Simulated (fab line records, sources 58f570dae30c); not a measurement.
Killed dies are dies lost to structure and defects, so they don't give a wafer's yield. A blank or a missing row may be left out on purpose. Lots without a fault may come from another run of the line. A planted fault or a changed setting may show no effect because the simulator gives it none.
fab line records | flow berkeley_cmos170 | part 1 of 2: steps 1 to 22 of 35
record lots=5 wafers=15 last_day=12
route steps=331 shown ZERO@8 NWELL@14 PWELL@34
lots that met no fault: from a run of the same line without faults
start_h: hours from the record's first day to the start of the lot's first wafer shown | wait_h: hours since the lot's step before | " the same as in the row above | L1.1+2: a row that stands for several wafers | - no value, or no start given | * or withheld: withheld | < > ~ a bound
route shown NAME@n: a module of which the file shows steps, and the number in the route of the first | usual: mean/standard deviation of fault-free wafers | same: alike in all rows | chamber/n: place in a boat | sites: the reading at each site | _std_site: their standard deviation | _edge_site: outer sites' mean less inner sites' | radius_mm: how far each site lies from the wafer's centre | mask NAME#n: copy n | behind: the tool/chamber that last shaped the wafer | hold: why the lot was held/for how many hours/how that ended | device: the transistor (n, p or np) that didn't switch | end of line: the same wafers' tests at the end of the route | a step without rows: its recipe alone | killed: dies lost to structure and defects at the first sort, not the wafer's yield | map: a wafer's dies, x killed, . not, _ none there
set.NAME: the setting as run; set.NAME@STEP: as run at that earlier step | model.NAME: the simulator's own value behind a step, which no gauge read
lots at some steps of the route; a table a step, a row a wafer
services: from which hour (start_h, from the record's first day; less than 0 if before it) a tool's chamber was out of use, for how many hours, and why
## steps
# step UCB170_ZERO_SOFTBAKE_02
# recipe resist=KrF temp_c=130 time_s=60
# usual chill_plate_temp_C=22.98/0.1 exhaust_pa=45.0/0.93 plate_temp_C=130.01/0.14
# same time_s=60
# columns lot.wafer tool chamber start_h wait_h chill_plate_temp_C exhaust_pa plate_temp_C
L079.1 litho_track-01 0 42.11 0.1 23.02 43.8 129.98
L079.2 " 0 " " 23.15 44.5 130.08
L079.4 " 0 " " 22.94 44.7 130.12
L080.1 litho_track-01 0 45.43 0.1 22.98 45.6 129.78
L080.5 " 0 " " 23.07 46.6 129.89
L080.6 " 0 " " 23.15 47.5 129.93
L083.1 litho_track-02 0 65.38 0.1 22.99 44.3 129.96
L083.3 " 0 " " 23.07 45.6 129.92
L083.6 " 0 " " 23.02 45.6 129.96
L088.1 litho_track-03 0 90.14 0.1 22.90 45.7 130.09
L088.2 " 0 " " 22.83 45.0 129.91
L088.4 " 0 " " 22.86 44.7 130.03
L097.2 litho_track-01 0 133.20 0.1 22.97 44.7 129.85
L097.4 " 0 " " 22.96 44.2 130.05
L097.6 " 0 " " 22.84 44.2 129.90
# step UCB170_ZERO_EXPOSE_03
# recipe mask_id=PM_MARKS na=0.5 sigma_outer=0.6 source_shape=conventional target_cd_nm=4000 dose_mj=30
# columns lot.wafer tool chamber start_h wait_h mask
L079.1+2+4 krf_scanner-02 0 42.26 0.1 PM_MARKS#0
L080.1+5+6 krf_scanner-02 0 45.58 0.1 PM_MARKS#0
L083.1+3+6 krf_scanner-01 0 65.53 0.1 PM_MARKS#0
L088.1+2+4 krf_scanner-01 0 90.29 0.1 PM_MARKS#0
L097.2+4+6 krf_scanner-01 0 133.35 0.1 PM_MARKS#0
# step UCB170_ZERO_PEB_04
# recipe peb_temp_c=130 peb_time_s=withheld resist=KrF
# usual chill_plate_temp_C=23.01/0.12 exhaust_pa=45.0/0.83 plate_temp_C=130.03/0.15
# columns lot.wafer tool chamber start_h wait_h chill_plate_temp_C exhaust_pa plate_temp_C
L079.1 litho_track-03 0 42.38 0.1 22.96 45.7 130.01
L079.2 " 0 " " 22.88 44.7 130.15
L079.4 " 0 " " 23.16 44.0 130.01
L080.1 litho_track-02 0 45.69 0.1 22.95 44.0 130.01
L080.5 " 0 " " 22.95 44.6 129.84
L080.6 " 0 " " 22.94 44.7 129.89
L083.1 litho_track-02 0 65.65 0.1 22.97 45.0 130.12
L083.3 " 0 " " 23.08 45.9 129.95
L083.6 " 0 " " 22.98 45.9 130.02
L088.1 litho_track-01 0 90.40 0.1 23.07 45.7 130.33
L088.2 " 0 " " 22.96 45.5 129.94
L088.4 " 0 " " 22.96 45.6 130.12
L097.2 litho_track-03 0 133.47 0.1 22.77 45.8 129.92
L097.4 " 0 " " 23.01 45.9 130.10
L097.6 " 0 " " 22.87 44.8 130.06
# step UCB170_ZERO_DEVELOP_05
# recipe developer=TMAH develop_time_s=45 resist=KrF dev_temp_c=21
# usual chill_plate_temp_C=22.99/0.095 exhaust_pa=45.1/0.94
# columns lot.wafer tool chamber start_h wait_h chill_plate_temp_C exhaust_pa
L079.1 litho_track-03 0 - - 22.84 44.0
L079.2 " 0 " " 22.88 44.2
L079.4 " 0 " " 22.93 44.0
L080.1 litho_track-02 0 - - 23.01 44.7
L080.5 " 0 " " 23.12 45.7
L080.6 " 0 " " 23.02 44.4
L083.1 litho_track-02 0 - - 23.03 44.8
L083.3 " 0 " " 23.00 44.8
L083.6 " 0 " " 23.11 43.8
L088.1 litho_track-01 0 - - 22.99 42.8
L088.2 " 0 " " 23.07 43.1
L088.4 " 0 " " 23.12 45.3
L097.2 litho_track-03 0 - - 22.82 44.4
L097.4 " 0 " " 23.04 46.2
L097.6 " 0 " " 23.05 45.7
# step UCB170_ZERO_ETCH_06
# recipe chemistry=CHF3/CF4/Ar target=SiO2 time_s=12 pressure_mtorr=100 rf_w=500 CHF3_flow_sccm=50 cf4_flow_sccm=10 Ar_flow_sccm=120 over_etch_frac=1.58
# usual cf4_flow_sccm=10.00/0.03 drypump_motor_current_A=5.8/0.37 oes_product_au=0.627/0.0098 rf_fwd_power_W=492/3.3 throttle_valve_pct=9.30/0.14
# same time_s=12
# columns lot.wafer tool chamber start_h wait_h cf4_flow_sccm drypump_motor_current_A oes_product_au rf_fwd_power_W rf_hours_counter_h throttle_valve_pct
L079.1 rie_diel-03 2 42.65 - 10.00 6.6 0.617 493 49 9.05
L079.2 " 1 " " 9.95 5.3 0.613 491 162 9.25
L079.4 " 3 " " 10.05 5.8 0.637 495 123 9.32
L080.1 rie_diel-04 3 45.97 - 9.98 5.6 0.633 496 15 9.43
L080.5 " 2 " " 10.02 5.9 0.616 489 - 9.06
L080.6 " 3 " " 9.93 5.6 0.628 497 - 9.41
L083.1 rie_diel-04 1 65.92 - 10.03 6.2 0.637 490 114 9.42
L083.3 " 3 " " 10.01 5.6 0.627 497 16 9.42
L083.6 " 0 " " 9.98 5.5 0.625 496 - 9.21
L088.1 rie_diel-03 0 90.68 - 9.97 6.2 0.615 491 51 9.46
L088.2 " 2 " " 9.99 6.6 0.605 491 52 9.08
L088.4 " 1 " " 9.98 5.4 0.608 494 165 9.26
L097.2 rie_diel-04 2 133.72 - 10.01 5.9 0.614 491 79 9.07
L097.4 " 1 " " 10.03 6.2 0.644 487 117 9.42
L097.6 " 3 " " 10.01 5.6 0.635 496 - 9.43
# step UCB170_ZERO_STRIP_07
# recipe chemistry=O2 power_w=400 pressure_mtorr=3500 platen_temp_c=withheld o2_flow_sccm=400 overash_fraction=0.5
# usual drypump_motor_current_A=5.5/0.67 oes_product_au=0.727/0.0048 strip_time_to_endpoint_s=21.50/0.076
# columns lot.wafer tool chamber start_h wait_h drypump_motor_current_A oes_product_au rf_hours_counter_h strip_time_to_endpoint_s
L079.1 plasma_asher-03 1 42.68 0.0 5.0 0.720 19 21.53
L079.2 " 0 " " 6.5 0.731 19 21.51
L079.4 " 0 " " 6.5 0.731 - 21.51
L080.1 plasma_asher-04 0 45.99 0.0 4.8 0.736 35 21.65
L080.5 " 1 " " 6.0 0.724 - 21.58
L080.6 " 0 " " 4.7 0.725 - 21.58
L083.1 plasma_asher-03 0 65.94 0.0 6.5 0.725 21 21.48
L083.3 " 1 " " 5.0 0.724 - 21.55
L083.6 " 0 " " 6.5 0.722 - 21.49
L088.1 plasma_asher-03 0 90.70 0.0 6.5 0.724 24 21.41
L088.2 " 1 " " 5.0 0.729 24 21.40
L088.4 " 1 " " 5.0 0.726 - 21.43
L097.2 plasma_asher-03 0 133.74 0.0 6.5 0.725 29 21.59
L097.4 " 1 " " 5.1 0.726 - 21.60
L097.6 " 1 " " 5.0 0.720 - 21.55
# step UCB170_NWELL_WET_ETCH_00
# recipe chemistry=dHF dilution=25:1 target=SiO2 temp_c=25 time_s=200
# same time_s=200
# columns lot.wafer tool chamber start_h wait_h
L079.1+2+4 wet_bench-04 3 43.15 0.4
L080.1+5+6 wet_bench-03 1 47.04 1.0
L083.1+3+6 wet_bench-01 1 66.16 0.2
L088.1+2+4 wet_bench-04 0 90.93 0.2
L097.2+4+6 wet_bench-01 2 135.03 1.3
# step UCB170_NWELL_OXIDATION_01
# recipe temp_c=1000 ambient=O2 target_thk_a=264 ox_time_s=1260
# usual ox_temp_c_max=1005.6/1.7
# columns lot.wafer tool chamber start_h wait_h ox_temp_c_max
L079.1 furnace-03 0 44.09 0.9 1006.5
L079.2 " 0 " " 1007.8
L079.4 " 0 " " 1009.7
L080.1 furnace-04 0 49.75 2.6 1003.0
L080.5 " 0 " " 1004.3
L080.6 " 0 " " 1004.3
L083.1 furnace-01 0 66.58 0.4 1004.9
L083.3 " 0 " " 1004.9
L083.6 " 0 " " 1004.5
L088.1 furnace-04 0 91.25 0.3 1004.1
L088.2 " 0 " " 1004.9
L088.4 " 0 " " 1004.5
L097.2 furnace-04 0 137.77 2.7 1004.1
L097.4 " 0 " " 1003.7
L097.6 " 0 " " 1002.8
# step UCB170_NWELL_THK_MEAS_02
# recipe reads=SiO2_of_NWELL_OXIDATION_01
# usual NWELL_OXIDE_THK=26.6/0.61
# columns lot.wafer tool chamber start_h wait_h NWELL_OXIDE_THK[nm]
L079.1 film_metro-02 - 45.44 0.0 26.1
L079.2 " - " " 26.3
L079.4 " - " " 26.1
L080.1 film_metro-03 - 51.10 0.0 27.6
L080.5 " - " " 27.3
L080.6 " - " " 27.6
L083.1 film_metro-03 - 67.93 0.0 26.3
L083.3 " - " " 26.0
L083.6 " - " " 26.3
L088.1 film_metro-02 - 92.60 0.0 26.2
L088.2 " - " " 26.2
L088.4 " - " " 25.9
L097.2 film_metro-01 - 139.13 0.0 26.9
L097.4 " - " " 27.1
L097.6 " - " " 27.2
# step UCB170_NWELL_ANNEAL_03
# recipe temp_c=1000 time_s=900 ambient=N2
# same time_s=900
# columns lot.wafer tool chamber start_h wait_h
L079.1+2+4 furnace-04 0 45.50 0.1
L080.1+5+6 furnace-04 0 55.03 3.9
L083.1+3+6 furnace-04 0 70.82 2.9
L088.1+2+4 furnace-04 0 92.66 0.1
L097.2+4+6 furnace-01 0 141.55 2.4
# step UCB170_NWELL_CVD_04
# recipe material=Si3N4 target_thk_nm=224 temp_c=800 precursor=SiH2Cl2/NH3 time_s=3360 pressure_mtorr=200 sih2cl2_flow_sccm=25 nh3_flow_sccm=75
# same time_s=3360
# columns lot.wafer tool chamber start_h wait_h
L079.1+2+4 lpcvd-02 0 46.75 0.0
L080.1+5+6 lpcvd-01 0 56.28 0.0
L083.1+3+6 lpcvd-01 1 72.07 0.0
L088.1+2+4 lpcvd-02 1 93.91 0.0
L097.2+4+6 lpcvd-02 1 143.44 0.6
# step UCB170_NWELL_THK_MEAS_05
# recipe reads=Si3N4_of_NWELL_CVD_04
# usual NWELL_NITRIDE_THK=224.6/2.3
# columns lot.wafer tool chamber start_h wait_h NWELL_NITRIDE_THK[nm]
L079.1 film_metro-02 - 48.68 0.0 222.8
L079.2 " - " " 222.3
L079.4 " - " " 223.1
L080.1 film_metro-03 - 58.22 0.0 223.1
L080.5 " - " " 225.0
L080.6 " - " " 224.5
L083.1 film_metro-02 - 74.10 0.1 223.5
L083.3 " - " " 224.5
L083.6 " - " " 224.1
L088.1 film_metro-01 - 95.84 0.0 223.5
L088.2 " - " " 221.4
L088.4 " - " " 220.4
L097.2 film_metro-03 - 145.39 0.0 221.6
L097.4 " - " " 219.4
L097.6 " - " " 221.1
# step UCB170_NWELL_HMDS_06
# recipe prime_time_s=60 prime_temp_c=100
# usual chill_plate_temp_C=22.98/0.11 exhaust_pa=45.2/0.98
# columns lot.wafer tool chamber start_h wait_h chill_plate_temp_C exhaust_pa
L079.1 litho_track-04 0 48.82 0.1 22.76 45.3
L079.2 " 0 " " 22.89 45.3
L079.4 " 0 " " 23.09 43.9
L080.1 litho_track-03 0 58.42 0.2 22.88 46.4
L080.5 " 0 " " 22.88 44.6
L080.6 " 0 " " 22.98 45.3
L083.1 litho_track-04 0 74.16 0.1 23.13 47.2
L083.3 " 0 " " 23.18 47.1
L083.6 " 0 " " 23.14 47.5
L088.1 litho_track-03 0 96.15 0.3 22.80 45.1
L088.2 " 0 " " 22.94 46.6
L088.4 " 0 " " 22.82 44.8
L097.2 litho_track-02 0 145.68 0.3 22.93 44.6
L097.4 " 0 " " 22.76 44.0
L097.6 " 0 " " 22.87 44.7
# step UCB170_NWELL_COAT_07
# recipe resist=KrF spin_rpm=1500 resist_thk_nm=900
# usual chill_plate_temp_C=23.01/0.1 exhaust_pa=44.9/0.96 spin_speed_rpm=1499.9/0.91
# columns lot.wafer tool chamber start_h wait_h chill_plate_temp_C exhaust_pa spin_speed_rpm
L079.1 litho_track-04 0 48.97 0.1 23.09 45.2 1498.5
L079.2 " 0 " " 22.94 47.1 1499.7
L079.4 " 0 " " 23.07 46.6 1498.7
L080.1 litho_track-03 0 58.57 0.1 22.99 47.6 1499.4
L080.5 " 0 " " 22.98 47.3 1498.7
L080.6 " 0 " " 22.91 46.0 1499.6
L083.1 litho_track-04 0 74.31 0.1 23.08 45.2 1499.6
L083.3 " 0 " " 22.94 44.3 1501.1
L083.6 " 0 " " 23.01 44.8 1499.7
L088.1 litho_track-03 0 96.30 0.1 23.09 46.0 1500.9
L088.2 " 0 " " 23.14 44.6 1500.3
L088.4 " 0 " " 23.15 44.7 1500.1
L097.2 litho_track-02 0 145.83 0.1 22.98 44.3 1500.4
L097.4 " 0 " " 22.90 44.8 1499.9
L097.6 " 0 " " 22.95 44.2 1501.9
# step UCB170_NWELL_SOFTBAKE_08
# recipe resist=KrF temp_c=130 time_s=60
# usual chill_plate_temp_C=23.02/0.12 exhaust_pa=45.2/0.92 plate_temp_C=130.01/0.12
# same time_s=60
# columns lot.wafer tool chamber start_h wait_h chill_plate_temp_C exhaust_pa plate_temp_C
L079.1 litho_track-04 0 49.12 0.1 23.03 44.0 129.97
L079.2 " 0 " " 23.19 43.6 130.07
L079.4 " 0 " " 23.17 45.7 129.81
L080.1 litho_track-03 0 58.72 0.1 22.90 43.5 130.17
L080.5 " 0 " " 22.98 44.2 129.94
L080.6 " 0 " " 22.92 44.1 129.91
L083.1 litho_track-04 0 74.46 0.1 23.04 46.7 129.99
L083.3 " 0 " " 23.13 45.1 130.04
L083.6 " 0 " " 22.92 44.5 130.20
L088.1 litho_track-03 0 96.45 0.1 22.96 44.9 130.13
L088.2 " 0 " " 23.04 44.0 130.10
L088.4 " 0 " " 22.97 45.8 129.92
L097.2 litho_track-02 0 145.98 0.1 23.04 45.5 130.02
L097.4 " 0 " " 23.05 45.2 129.85
L097.6 " 0 " " 23.11 45.6 129.89
# step UCB170_NWELL_EXPOSE_09
# recipe mask_id=NWELL target_cd_nm=3000 na=0.5 sigma_outer=0.6 source_shape=conventional dose_mj=25
# columns lot.wafer tool chamber start_h wait_h mask
L079.1+2+4 krf_scanner-01 0 49.40 0.2 NWELL#0
L080.1+5+6 krf_scanner-02 0 58.99 0.2 NWELL#0
L083.1+3+6 krf_scanner-02 0 74.75 0.3 NWELL#0
L088.1+2+4 krf_scanner-01 0 97.07 0.6 NWELL#0
L097.2+4+6 krf_scanner-01 0 146.12 0.1 NWELL#0
# step UCB170_NWELL_PEB_10
# recipe peb_temp_c=130 peb_time_s=withheld resist=KrF
# usual chill_plate_temp_C=23.00/0.12 exhaust_pa=45.1/0.75 plate_temp_C=130.06/0.13
# columns lot.wafer tool chamber start_h wait_h chill_plate_temp_C exhaust_pa plate_temp_C
L079.1 litho_track-04 0 49.55 0.1 23.16 45.5 129.94
L079.2 " 0 " " 23.07 45.6 130.06
L079.4 " 0 " " 23.09 45.2 130.00
L080.1 litho_track-02 0 59.14 0.1 22.82 44.9 129.94
L080.5 " 0 " " 22.93 45.9 130.03
L080.6 " 0 " " 22.87 44.2 130.16
L083.1 litho_track-02 0 75.03 0.3 22.86 44.4 129.99
L083.3 " 0 " " 22.99 44.5 129.84
L083.6 " 0 " " 22.92 43.6 130.08
L088.1 litho_track-03 0 97.45 0.4 22.98 45.6 130.10
L088.2 " 0 " " 22.79 44.9 129.92
L088.4 " 0 " " 22.99 44.5 129.85
L097.2 litho_track-02 0 146.24 0.1 22.88 45.2 129.99
L097.4 " 0 " " 23.10 44.6 130.06
L097.6 " 0 " " 23.02 44.2 130.01
# step UCB170_NWELL_DEVELOP_11
# recipe developer=TMAH develop_time_s=45 resist=KrF dev_temp_c=21
# usual chill_plate_temp_C=23.00/0.097 exhaust_pa=44.9/0.86
# columns lot.wafer tool chamber start_h wait_h chill_plate_temp_C exhaust_pa
L079.1 litho_track-04 0 - - 23.00 46.3
L079.2 " 0 " " 23.24 46.0
L079.4 " 0 " " 22.99 46.5
L080.1 litho_track-02 0 - - 23.09 45.7
L080.5 " 0 " " 22.99 45.0
L080.6 " 0 " " 23.03 43.9
L083.1 litho_track-02 0 - - 23.16 45.9
L083.3 " 0 " " 22.93 45.8
L083.6 " 0 " " 22.86 45.8
L088.1 litho_track-03 0 - - 22.86 45.7
L088.2 " 0 " " 22.87 45.8
L088.4 " 0 " " 22.88 44.9
L097.2 litho_track-02 0 - - 23.01 44.2
L097.4 " 0 " " 22.83 43.2
L097.6 " 0 " " 22.82 43.8
# step UCB170_NWELL_OVL_MEAS_12
# usual NWELL_OVL=2/4.6
# columns lot.wafer tool chamber start_h wait_h NWELL_OVL[nm]
L079.1 overlay-01 - 49.82 - 5
L079.2 " - " " 3
L079.4 " - " " 5
L080.1 overlay-02 - 59.42 - 9
L080.5 " - " " 10
L080.6 " - " " 3
L083.1 overlay-01 - 75.30 - -2
L083.3 " - " " 0
L083.6 " - " " 0
L088.1 overlay-01 - 97.72 - 7
L088.2 " - " " 10
L088.4 " - " " 8
L097.2 overlay-02 - 146.50 - 2
L097.4 " - " " 5
L097.6 " - " " -2
# step UCB170_NWELL_ETCH_13
# recipe chemistry=CH3F/Ar/O2 target=Si3N4 stop_on=SiO2 CH3F_flow_sccm=20 Ar_flow_sccm=50 O2_flow_sccm=7 pressure_mtorr=50 rf_w=450 target_depth_a=2464 over_etch_frac=0.1 time_s=154
# usual drypump_motor_current_A=5.8/0.41 oes_product_au=0.947/0.014 rf_fwd_power_W=448.4/1.4 throttle_valve_pct=8.08/0.11
# same time_s=154
# columns lot.wafer tool chamber start_h wait_h drypump_motor_current_A oes_product_au rf_fwd_power_W rf_hours_counter_h throttle_valve_pct
L079.1 rie_diel-01 3 49.86 0.0 5.2 0.934 447.9 100 8.02
L079.2 " 2 " " 6.1 0.941 448.2 148 7.94
L079.4 " 0 " " 5.9 0.933 448.8 35 8.03
L080.1 rie_diel-01 3 59.45 0.0 5.2 0.930 448.0 101 8.02
L080.5 " 3 " " 5.2 0.930 446.9 - 8.03
L080.6 " 2 " " 6.1 0.942 447.6 - 7.94
L083.1 rie_diel-03 3 75.34 0.0 5.8 0.965 447.8 125 8.15
L083.3 " 1 " " 5.4 0.936 448.0 164 8.07
L083.6 " 0 " " 6.2 0.940 451.9 - 8.27
L088.1 rie_diel-02 0 97.76 0.0 5.4 0.965 449.6 14 8.25
L088.2 " 3 " " 5.6 0.960 445.7 4 8.21
L088.4 " 2 " " 5.1 0.939 450.5 11 8.09
L097.2 rie_diel-02 2 146.53 0.0 5.1 0.937 450.0 12 8.08
L097.4 " 3 " " 5.6 0.945 444.7 6 8.20
L097.6 " 0 " " 5.4 0.957 447.3 - 8.26
# step UCB170_NWELL_IMPLANT_14
# recipe species=P dose_cm2=1e+13 energy_kev=150 tilt_deg=7
# usual beam_energy_keV=150.00/0.048 dose_ions_cm2=9.998e+12/1.1e+10
# columns lot.wafer tool chamber start_h wait_h beam_energy_keV dose_ions_cm2
L079.1 implanter-01 0 49.96 0.1 149.98 9.993e+12
L079.2 " 0 " " 149.92 1.0008e+13
L079.4 " 0 " " 149.97 9.989e+12
L080.1 implanter-02 0 59.55 0.1 149.96 1.0001e+13
L080.5 " 0 " " 150.00 9.975e+12
L080.6 " 0 " " 150.08 1.0002e+13
L083.1 implanter-01 0 75.44 0.1 150.05 9.998e+12
L083.3 " 0 " " 150.00 1.0006e+13
L083.6 " 0 " " 150.02 1.0008e+13
L088.1 implanter-01 0 97.86 0.1 150.05 1.0006e+13
L088.2 " 0 " " 150.07 1.0003e+13
L088.4 " 0 " " 150.02 1.0006e+13
L097.2 implanter-01 0 146.66 0.1 150.00 9.985e+12
L097.4 " 0 " " 149.96 9.991e+12
L097.6 " 0 " " 150.00 9.984e+12
# step UCB170_NWELL_STRIP_15
# recipe chemistry=O2 power_w=400 pressure_mtorr=3500 platen_temp_c=withheld o2_flow_sccm=400 overash_fraction=0.5
# usual drypump_motor_current_A=5.7/0.57 oes_product_au=0.721/0.0043 strip_time_to_endpoint_s=17.99/0.1
# columns lot.wafer tool chamber start_h wait_h drypump_motor_current_A oes_product_au rf_hours_counter_h strip_time_to_endpoint_s
L079.1 plasma_asher-04 1 50.11 0.1 6.0 0.719 36 17.96
L079.2 " 0 " " 4.8 0.716 36 18.01
L079.4 " 0 " " 4.7 0.722 - 17.88
L080.1 plasma_asher-04 1 59.70 0.1 6.0 0.720 37 18.04
L080.5 " 1 " " 6.0 0.720 - 18.03
L080.6 " 0 " " 4.7 0.723 - 18.00
L083.1 plasma_asher-02 1 75.59 0.1 6.5 0.720 37 18.01
L083.3 " 1 " " 6.5 0.724 - 18.05
L083.6 " 0 " " 5.8 0.717 - 18.04
L088.1 plasma_asher-01 0 98.01 0.1 5.1 0.719 44 18.09
L088.2 " 1 " " 5.5 0.722 44 18.05
L088.4 " 0 " " 5.1 0.721 - 18.14
L097.2 plasma_asher-02 1 146.78 0.1 6.5 0.716 4 18.17
L097.4 " 0 " " 5.9 0.720 - 18.11
L097.6 " 0 " " 5.9 0.728 - 18.07
